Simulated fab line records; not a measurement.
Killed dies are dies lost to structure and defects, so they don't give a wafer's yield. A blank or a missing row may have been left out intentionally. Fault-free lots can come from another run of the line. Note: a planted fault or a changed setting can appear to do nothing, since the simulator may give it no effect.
Code-filled problem report in 8D (eight disciplines) form + flow berkeley cmos170 + the parts of the form that need people (team, actions taken, sign-off) are left out

== 1. THE PROBLEM ==
Mean of oes product au at UCB170_CONTACT_STRIP_19: 0.645 a.u. across 6 wafers in 2 lots; on wafers with no fault it is 0.726 a.u. (standard deviation 0.0043). Relative to the usual mean, that is a shift of -19 standard deviations.
The step: strips in O2.
Earliest sighting: wafer L398.3 on plasma asher-03 at day 7 18:50. The record has a number at this step for 42 wafers belonging to 14 lots. By rule, "out" or "out of limits" means more than 4 standard deviations away from the usual mean. All remaining wafers that have a number are taken as sound.

== 2. WHAT THIS IS AND IS NOT ==
| question                    | is                     | is not                                                                                                                    |
|-----------------------------|------------------------|---------------------------------------------------------------------------------------------------------------------------|
| which readings at this step | oes product au         | drypump motor current A                                                                                                   |
| which lots                  | L397, L398             | L394, L395, L399, L406, L407, L409, L411, L412, L413, L414, L416, L417                                                    |
| which wafers of those lots  | all that have a number | -                                                                                                                         |
| read on which tools         | plasma asher-03        | plasma asher-01, plasma asher-02                                                                                          |
| when                        | from day 7 18:50       | up to then (6 sound wafers); but 30 sound wafers of L399, L406, L407, L409, L411, L412, L413, L414, L416, L417 came after |

== 3. WHAT RULES OUT EACH SUSPECT ==
Counting: a tool at any process step up to the reading remains a suspect when it ran all the lots that are out and ran no sound lot after the first of those.
- plasma asher-03 at UCB170_CONTACT_STRIP_19 (strips in O2): ruled out as a lasting fault. After its first lot that is out, L398 (day 7 18:50), sound lots L411, L413, L414, L416 ran on it.
Left after counting: nothing in the record.

== 4. THE CAUSE (what the simulator had put in) ==
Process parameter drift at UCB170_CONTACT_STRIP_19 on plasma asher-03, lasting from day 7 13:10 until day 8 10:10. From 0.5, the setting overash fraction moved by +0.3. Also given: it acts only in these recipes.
Counting ruled it out, wrongly.

== 5. THE EFFECT CHAIN, in route order ==
Each row: a reading where the mean over the struck wafers with a number is more than 3 standard deviations away from the usual. Only readings for which the record gives a usual standard deviation are gone through. hours: the time from each lot's start at the first step in this table that gives one to its start at this step, as a median over the lots. sigmas: the change in usual standard deviations.
| hours | step                    | reading        | usual      | on struck wafers | change | sigmas |
|-------|-------------------------|----------------|------------|------------------|--------|--------|
| 0     | UCB170_CONTACT_STRIP_19 | oes product au | 0.726 a.u. | 0.645            | -0.081 | -19    |
Here are the process steps it includes:
- UCB170_CONTACT_STRIP_19: strips in O2.

== 6. WHAT WOULD HAVE CAUGHT IT SOONER ==
In this record no reading fell out of limits until day 7 18:50, 6 hours after the fault had begun at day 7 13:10.
